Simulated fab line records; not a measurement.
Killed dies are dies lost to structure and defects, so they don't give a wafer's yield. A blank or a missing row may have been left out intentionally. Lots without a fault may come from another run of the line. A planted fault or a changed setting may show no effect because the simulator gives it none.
Struck lot and sound lot, side by side :: flow berkeley-cmos170 :: 15 steps out of a route of 331
Sound: the wafers L791.1, L791.3, L791.5. Wafers L793.1, L793.3, L793.5 were the ones struck. The cause comes at the end.
For every step that has rows: the tool of each side, followed by ch and its chambers, followed by its first start. Under that, the readings that differ: sound wafers :: struck wafers :: difference of the means :: sigmas: that difference in standard deviations of wafers without a fault.
alike: readings whose means differ by less than 2 such deviations, and words and numbers that are the same on both sides. not compared: withheld readings, readings that some wafer has no value for, bounds like >300 that may hide the same value, and numbers for which the record gives no deviation and whose values overlap.
Wherever a step has rows on one side only, a row that says differs or no value, or a row with sigmas, the two part there. When numbers do not overlap yet have no deviation, they are printed without sigmas and do not part them. Lack of a reading on every wafer of one side parts them only where that side has two or more wafers.

first, 6 steps without rows for these wafers: UCB170_M2_COAT_09; UCB170_M2_COAT_10 (resist thk 900 nm); UCB170_M2_SOFTBAKE_11 (time 60 s); UCB170_M2_EXPOSE_12 (exposes mask METAL2, target cd 700 nm); UCB170_M2_PEB_13; UCB170_M2_DEVELOP_14 (develop time 45 s).
UCB170_M2_CD_MEAS_15: the cd target is 700 nm.
  sound: cd-sem-02 at day 8 19:49; struck: cd-sem-01 at day 9 16:51
  alike: cd-nm
UCB170_M2_OVL_MEAS_16:
  sound: overlay-02 at day 8 19:56; struck: overlay-02 at day 9 16:58
  alike: M2_OVL
UCB170_M2_ETCH_17: etches BARC in N2/H2.
  sound on rie-diel-04 ch 0,1,3, day 8 19:58; struck on rie-diel-01 ch 1,3, day 9 17:00
  alike: drypump-motor-current-A, oes-product-au, throttle-valve-pct
UCB170_M2_METAL_ETCH_18: etches Al in Cl2/BCl3, stops on SiO2, target depth 1170 nm, time 195 s.
  sound on rie-metal-01 ch 0,1, day 8 20:01; struck on rie-metal-02 ch 0,1, day 9 17:02
  alike: drypump-motor-current-A, oes-product-au, throttle-valve-pct
  not compared: rf-hours-counter-h
UCB170_M2_STRIP_19: strips in O2.
  sound on plasma-asher-04 ch 0,1, day 8 20:12; struck on plasma-asher-02 ch 0,1, day 9 17:14
  alike: drypump-motor-current-A, oes-product-au
  not compared: rf-hours-counter-h
UCB170_M2_CD_MEAS_90: the cd target is 700 nm.
  sound: cd-sem-01 at day 8 20:18; struck: cd-sem-02 at day 9 17:20
  alike: cd-nm
UCB170_V2_CVD_00: deposits SiO2 from TEOS/O2, target thk 2000 nm, time 250 s.
  sound on pecvd-03 ch 0,1,2, day 8 20:25; struck on pecvd-03 ch 0,1, day 9 17:27
reading: model.SiO2_of_V2_CVD_00.thk-nm (nm)
sound: 1981 1999 2014
struck: 3648 3652 3724
difference: +1677
sigmas: 
  alike: heater-power-w
UCB170_V2_THK_MEAS_01:
  sound: film-metro-03 at day 8 20:35; struck: film-metro-03 at day 9 17:50
reading: V2_TEOS_THK (nm)
sound: 1982 2000 2014
struck: 3648 3652 3723
difference: +1676
sigmas: +62
  not compared: hold
UCB170_M3_PROBE_99:
  rows exist in the record for the sound wafers here (prober-02, day 9 02:40), none for the struck ones

## WHERE THEY PART
Last at UCB170_M3_PROBE_99 as far as this record goes, first at UCB170_V2_THK_MEAS_01.

WHY: what had been put in by the simulator
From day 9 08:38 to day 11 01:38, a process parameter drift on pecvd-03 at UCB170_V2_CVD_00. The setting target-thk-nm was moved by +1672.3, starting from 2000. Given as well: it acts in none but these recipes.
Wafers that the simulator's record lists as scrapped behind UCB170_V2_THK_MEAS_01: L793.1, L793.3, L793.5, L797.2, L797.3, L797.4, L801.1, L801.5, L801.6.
